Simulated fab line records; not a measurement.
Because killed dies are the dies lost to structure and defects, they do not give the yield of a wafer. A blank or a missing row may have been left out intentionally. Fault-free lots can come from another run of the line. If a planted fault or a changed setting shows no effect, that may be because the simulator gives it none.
Chamber matching / flow rit-cmos / RIT_ACTIVE_ETCH_13 on rie-diel-01 has 4 sister chambers
The step etches Si3N4 in SF6, stops on SiO2, time 210 s, target depth 210 nm. 4 wafers are shown with their chamber, then 7 later ones without.

== WAFERS, EACH WITH ITS CHAMBER ==
wafer=L969.3; chamber=1; drypump-motor-current-A (A)=6.1
wafer=L969.6; chamber=2; drypump-motor-current-A (A)=5.6
wafer=L973.2; chamber=0; drypump-motor-current-A (A)=5.2
wafer=L973.3; chamber=3; drypump-motor-current-A (A)=5.8

== WAFERS MISSING THEIR CHAMBER ==
wafer=L973.4; drypump-motor-current-A (A)=6.1
wafer=L979.1; drypump-motor-current-A (A)=5.8
wafer=L979.2; drypump-motor-current-A (A)=5.5
wafer=L979.5; drypump-motor-current-A (A)=5.5
wafer=L983.1; drypump-motor-current-A (A)=5.1
wafer=L983.2; drypump-motor-current-A (A)=5.8
wafer=L983.3; drypump-motor-current-A (A)=5.5

== CHAMBER TAKEN BY EACH ==
wafer=L973.4; from the rows above=1; in truth=1
wafer=L979.1; from the rows above=3; in truth=3
wafer=L979.2; from the rows above=2; in truth=2
wafer=L979.5; from the rows above=2; in truth=2
wafer=L983.1; from the rows above=0; in truth=0
wafer=L983.2; from the rows above=3; in truth=3
wafer=L983.3; from the rows above=2; in truth=2
Placed correctly: 7 of 7. Number that these rows cannot place: 0. Number placed wrongly: 0.
How it was worked out, from the rows above alone: a wafer's distance from a chamber is the root of the sum, over the readings, of the square of ((its reading less the chamber's mean) divided by the reading's scatter). If the next closest chamber is less than 2 further off than the closest, the wafer can't be placed; otherwise it belongs to the closest. A chamber's mean is the mean of its shown wafers. The scatter (one wafer shown for each chamber): square how far every hidden wafer sits from the nearest shown wafer, average those squares and take the square root.
